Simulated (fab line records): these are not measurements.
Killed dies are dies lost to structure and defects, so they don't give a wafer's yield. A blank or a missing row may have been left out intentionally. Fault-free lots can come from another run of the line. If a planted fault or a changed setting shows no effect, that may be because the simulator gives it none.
A struck lot beside a sound one | flow rit_cmos | 18 out of 202 route steps
Sound: wafers L250.1, L250.4, L250.5. Wafers L256.1, L256.2, L256.4 were the ones struck. Last of all comes the cause.
Per side, at each step with rows, come the tool, then ch with its chambers, and then its first start. Under that, the readings that differ: sound wafers | struck wafers | difference of the means | sigmas: that difference in standard deviations of wafers without a fault.
alike: words and numbers the same on both sides, and readings whose means are apart by under 2 such deviations; not compared: readings that were withheld, readings missing a value for some wafer, numbers with overlapping values and no deviation given by the record, and bounds like >300 which may hide the same value.
Wherever a step has rows on one side only, a row that says differs or no value, or a row with sigmas, the two part there. Non-overlapping numbers with no deviation appear without sigmas and do not part them. A reading missing from all wafers of one side parts the sides only when that side holds two or more wafers.

first, 4 steps without rows for these wafers: RIT_NWELL_SOFTBAKE_02 (time 60 s); RIT_NWELL_EXPOSE_03 (exposes mask M2, target cd 43900 nm); RIT_NWELL_PEB_04; RIT_NWELL_DEVELOP_05 (develop time 68 s).
RIT_NWELL_OVL_MEAS_06:
  sound: overlay-01 at day 4 03:20; struck: overlay-01 at day 5 09:26
  alike: NWELL_OVL
then, 2 steps without rows for these wafers: RIT_NWELL_HARDBAKE_07 (time 120 s); RIT_NWELL_IMPLANT_08.
RIT_NWELL_STRIP_09: strips in O2, time 180 s.
  sound on plasma_asher-02 ch 0,1, day 4 03:47; struck on plasma_asher-02 ch 0,1, day 5 09:53
  alike: drypump_motor_current_A, o2_flow_sccm
  not compared: rf_hours_counter_h
RIT_NWELL_TW_MEAS_10:
  sound: film_metro-04 at day 4 03:58; struck: film_metro-02 at day 5 10:04
  alike: NWELL_TW
then, 3 steps without rows for these wafers: RIT_PWELL_HMDS_00 (prime time 60 s); RIT_PWELL_COAT_01 (resist thk 1308 nm); RIT_PWELL_SOFTBAKE_02 (time 60 s).
RIT_PWELL_EXPOSE_03: exposes mask M3, target cd 43700 nm.
  sound on iline_stepper-02 ch 0, day 4 04:31; struck on iline_stepper-01 ch 0, day 5 10:41
  reading                       | sound                | struck            | difference | sigmas
  model.PWELL.overlay_x_nm (nm) | 0.5185 0.5185 0.5185 | 238.2 238.2 238.2 | +237.7     |
  alike: mask, stage_vel_mm_s
then, 2 steps without rows for these wafers: RIT_PWELL_PEB_04; RIT_PWELL_DEVELOP_05 (develop time 68 s).
RIT_PWELL_OVL_MEAS_06:
  sound: overlay-02 at day 4 04:59; struck: overlay-01 at day 5 11:10
  reading        | sound       | struck            | difference | sigmas
  PWELL_OVL (nm) | 1.5 2.5 2.0 | 238.3 238.9 238.1 | +236.4     | +99 or more
then, 1 step without rows for these wafers: RIT_PWELL_HARDBAKE_07 (time 120 s).
RIT_M1_PROBE_99:
  sound: prober-02 at day 5 16:48; struck: prober-02 at day 6 23:14
  reading                                 | sound             | struck            | difference | sigmas
  model.etest.well_edge_left.line_ohm_um  | 181.8 181.2 181.5 | 200.8 202.7 201.7 | +20.2      |
  model.etest.well_edge_right.line_ohm_um | 179.4 182.6 182.2 | 165.6 169.8 167.7 | -13.7      |
  model.etest.iso_nwell_nwell.bv_v (V)    | 21.55 22.09 21.98 | 20.34 21 20.95    | -1.11      |
  alike: killed_at_M0_to_M3, killed_at_contacts, killed_at_front_end, killed_dies, killed_open, killed_short

## WHERE THEY PART
RIT_PWELL_OVL_MEAS_06 only, going by this record. Later steps at which nothing parts them and some readings are alike: RIT_M1_PROBE_99.

WHY: the cause the simulator had injected
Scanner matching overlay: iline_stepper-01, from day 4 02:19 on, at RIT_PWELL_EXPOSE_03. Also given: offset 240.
